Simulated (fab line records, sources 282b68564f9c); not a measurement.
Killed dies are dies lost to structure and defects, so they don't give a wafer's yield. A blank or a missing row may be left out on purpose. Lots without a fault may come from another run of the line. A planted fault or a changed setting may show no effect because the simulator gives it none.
Split-lot experiment | flow rit_cmos | 5 lots, 23 wafers read, on a route of 202 steps

THE SPLIT
At RIT_ACTIVE_COAT_06 (resist thk 1000 nm), the setting resist_thk_nm was moved away from the recipe's 1000 nm on 6 of the 23 wafers read, by -3.2% to -2.2%. The other wafers ran this setting at the recipe's value.

FROM THE SPLIT TO THE READING: what the file shows between them, 5 steps
- RIT_ACTIVE_EXPOSE_08: exposes mask M1, target cd 1400 nm (also split here: dose_mj)
- RIT_ACTIVE_PEB_09
- RIT_ACTIVE_DEVELOP_10: develop time 52.26 s
- RIT_ACTIVE_CD_MEAS_11: target cd 1400 nm
- RIT_ACTIVE_HARDBAKE_12: time 60 s

THE READING
NOVOLAK_of_ACTIVE_COAT_06.thk_nm (the simulator's own value, which no gauge read), in nm, at RIT_ACTIVE_ETCH_13 (etches Si3N4 in SF6, stops on SiO2, time 210 s, target depth 210 nm). The file gives no usual value for it. The 17 wafers here that ran the recipe average 656.2 nm, standard deviation 5.3 nm.

wafer  | tool, chamber at the split | resist_thk_nm as run, nm | against the recipe | NOVOLAK_of_ACTIVE_COAT_06.thk_nm, nm | against lot-mates on the recipe
L074.2 | litho_track-02, 0          | 1000                     | recipe             | 658.7                                | -
L074.3 | litho_track-02, 0          | 1000                     | recipe             | 660.5                                | -
L074.4 | litho_track-02, 0          | 1000                     | recipe             | 655.8                                | -
L074.5 | litho_track-02, 0          | 1000                     | recipe             | 654.6                                | -
L074.6 | litho_track-02, 0          | 1000                     | recipe             | 665.6                                | -
L075.2 | litho_track-02, 0          | 1000                     | recipe             | 646.6                                | -
L075.3 | litho_track-02, 0          | 969.1                    | -3.1%              | 630                                  | -21.5
L075.4 | litho_track-02, 0          | 1000                     | recipe             | 643.5                                | -
L075.5 | litho_track-02, 0          | 1000                     | recipe             | 664.3                                | -
L075.6 | litho_track-02, 0          | 969.1                    | -3.1%              | 615.2                                | -36.3
L076.1 | litho_track-03, 0          | 1000                     | recipe             | 653.9                                | -
L076.3 | litho_track-03, 0          | 967.6                    | -3.2%              | 629.9                                | -25.8
L076.4 | litho_track-03, 0          | 967.6                    | -3.2%              | 637.5                                | -18.2
L076.5 | litho_track-03, 0          | 1000                     | recipe             | 656.3                                | -
L076.6 | litho_track-03, 0          | 1000                     | recipe             | 656.9                                | -
L077.1 | litho_track-04, 0          | 978.4                    | -2.2%              | 646.6                                | -11.0
L077.2 | litho_track-04, 0          | 1000                     | recipe             | 658.8                                | -
L077.3 | litho_track-04, 0          | 1000                     | recipe             | 653.7                                | -
L077.4 | litho_track-04, 0          | 1000                     | recipe             | 660.2                                | -
L077.5 | litho_track-04, 0          | 978.4                    | -2.2%              | 633.9                                | -23.7
L082.3 | litho_track-04, 0          | 1000                     | recipe             | 655.8                                | -
L082.4 | litho_track-04, 0          | 1000                     | recipe             | 653.5                                | -
L082.5 | litho_track-04, 0          | 1000                     | recipe             | 656                                  | -

THE FIT
A straight line over all 23 wafers: NOVOLAK_of_ACTIVE_COAT_06.thk_nm changes by +8.55 nm for each +1% of resist_thk_nm; r = +0.87; the points scatter about the line by 6.4 nm.
The same after taking each lot's own level away (the mean of its wafers on the recipe; 23 wafers): +8 nm for each +1%; r = +0.89; scatter 5.5 nm.
On that fit, the largest move of resist_thk_nm shifts the reading by 26 nm.
The lots' own levels span 651.47 to 659.04 nm, that is 1.4 times the standard deviation above.
So the lot-to-lot level changes the slope little: the two slopes agree.
Check: with one of the wafers moved furthest among these (-3.2%) left out of the fit, the line predicts -26 nm for it against its lot-mates. It came out at -25.8 nm against them.

OTHER SPLITS ON THESE WAFERS
These wafers also went through other splits before the reading. Each is held against what the fit with the lots' levels taken away leaves over:
other split on the same wafers | wafers away from the commonest value | r with NOVOLAK_of_ACTIVE_COAT_06.thk_nm (lot level and that fit taken away)
RIT_ACTIVE_EXPOSE_08 dose_mj   | 6                                    | +0.23

THE WHOLE CHAIN: every reading that the file lists as answering this split, in the file's order
step                   | what it does                                                        | reading                                                                           | change (the file's fit)                                                               | r (the file's)
RIT_ACTIVE_COAT_06     | resist thk 1000 nm                                                  | NOVOLAK_of_ACTIVE_COAT_06.thk_nm (the simulator's own value, which no gauge read) | +10.4 nm for each +1% of the setting                                                  | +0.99
RIT_ACTIVE_HARDBAKE_12 | time 60 s                                                           | NOVOLAK_of_ACTIVE_COAT_06.thk_nm (the simulator's own value, which no gauge read) | +9.13 nm for each +1% of the setting                                                  | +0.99
RIT_ACTIVE_ETCH_13     | etches Si3N4 in SF6, stops on SiO2, time 210 s, target depth 210 nm | NOVOLAK_of_ACTIVE_COAT_06.thk_nm (the simulator's own value, which no gauge read) | +8 nm for each +1% of the setting                                                     | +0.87
RIT_ACTIVE_DEVELOP_10  | develop time 52.26 s                                                | ACTIVE.cd_nm (the simulator's own value, which no gauge read)                     | +1.27 nm for each +1% of the setting, in a fit together with dose_mj@ACTIVE_EXPOSE_08 | 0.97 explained
RIT_ACTIVE_CD_MEAS_11  | target cd 1400 nm                                                   | cd_nm                                                                             | +1.23 nm for each +1% of the setting, in a fit together with dose_mj@ACTIVE_EXPOSE_08 | 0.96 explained
RIT_ACTIVE_ETCH_13     | etches Si3N4 in SF6, stops on SiO2, time 210 s, target depth 210 nm | ACTIVE.cd_nm (the simulator's own value, which no gauge read)                     | +1.25 nm for each +1% of the setting, in a fit together with dose_mj@ACTIVE_EXPOSE_08 | 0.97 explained
RIT_ACTIVE_CD_MEAS_90  | target cd 1400 nm                                                   | cd_nm                                                                             | +1.29 nm for each +1% of the setting, in a fit together with dose_mj@ACTIVE_EXPOSE_08 | 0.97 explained

THE FILE'S OWN FIT
NOVOLAK_of_ACTIVE_COAT_06.thk_nm changes by +8 nm for each +1% of resist_thk_nm, r = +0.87.
